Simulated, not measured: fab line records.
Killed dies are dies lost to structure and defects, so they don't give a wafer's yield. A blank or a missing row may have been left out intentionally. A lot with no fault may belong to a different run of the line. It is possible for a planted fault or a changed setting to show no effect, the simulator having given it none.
Problem report in the 8D (eight disciplines) form, filled by code || flow berkeley cmos170 || the parts of the form that need people (team, actions taken, sign-off) are left out

## 1. PROBLEM STATEMENT
run length s at UCB170_GATE_ETCH_15 reads a mean of 62.2 s on 6 wafers of 2 lots; wafers without a fault read 84.7 s with a standard deviation of 0.4. That is -56 standard deviations from the usual mean.
The step: etches poly-Si in HBr/Cl2, stops on SiO2, time 56.3 s, target depth 278.2 nm.
First seen on wafer L678.1, day 10 05:00, on rie si-02. The record holds 42 wafers of 14 lots with a number at this step. Rule for "out", or "out of limits": more than 4 standard deviations from the usual mean. The rest of the wafers with a number are treated as sound.

## 2. WHAT IT IS AND WHAT IT IS NOT
{"question": "which readings at this step", "is": "run length s, oes product au", "is not": "drypump motor current A, throttle valve pct"}
{"question": "which lots", "is": "L678, L679", "is not": "L665, L667, L668, L669, L670, L671, L673, L676, L682, L684, L687, L688"}
{"question": "which wafers of those lots", "is": "all that have a number", "is not": "-"}
{"question": "read on which tools", "is": "rie si-02", "is not": "rie si-01"}
{"question": "when", "is": "from day 10 05:00", "is not": "up to then (24 sound wafers); but 12 sound wafers of L682, L684, L687, L688 came after"}

## 3. THE SUSPECTS, EACH WITH WHAT RULES IT OUT
Counting: a tool at a process step up to the reading stays a suspect if it ran every lot that is out and no sound lot after the first of them.
- rie si-02 at UCB170_GATE_ETCH_15 (etches poly-Si in HBr/Cl2, stops on SiO2, time 56.3 s, target depth 278.2 nm): kept. It ran every lot that is out, first L678 (day 10 05:00), and no sound lot after that; its last sound lot up to then is L676 (day 10 04:53). Its own readings are out on those wafers: oes product au, run length s.
Remaining after the count: rie si-02 at UCB170_GATE_ETCH_15.

## 4. THE CAUSE (what the simulator had put in)
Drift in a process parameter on rie si-02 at UCB170_GATE_ETCH_15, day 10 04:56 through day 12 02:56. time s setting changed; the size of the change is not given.
Only this tool survived the counting.

## 5. THE CHAIN OF EFFECTS, in route order
One row per reading whose mean, taken over the struck wafers that have a number, lies over 3 standard deviations from the usual. Only readings for which the record gives a usual standard deviation are gone through. hours: the time from each lot's start at the first step in this table that gives one to its start at this step, as a median over the lots. sigmas: the change in usual standard deviations.
{"hours": 0, "step": "UCB170_GATE_ETCH_15", "reading": "oes product au", "usual": "0.824 a.u.", "on struck wafers": 1.003, "change": "+0.179", "sigmas": "+11"}
{"hours": 0, "step": "UCB170_GATE_ETCH_15", "reading": "run length s", "usual": "84.7 s", "on struck wafers": 62.2, "change": -22.5, "sigmas": -56}
Here are the process steps it includes:
- UCB170_GATE_ETCH_15: etches poly-Si in HBr/Cl2, stops on SiO2, time 56.3 s, target depth 278.2 nm.

## 6. HOW IT WOULD HAVE BEEN CAUGHT EARLIER
0 hours passed between the start of the fault at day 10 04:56 and the first reading out of limits in this record, taken at day 10 05:00.
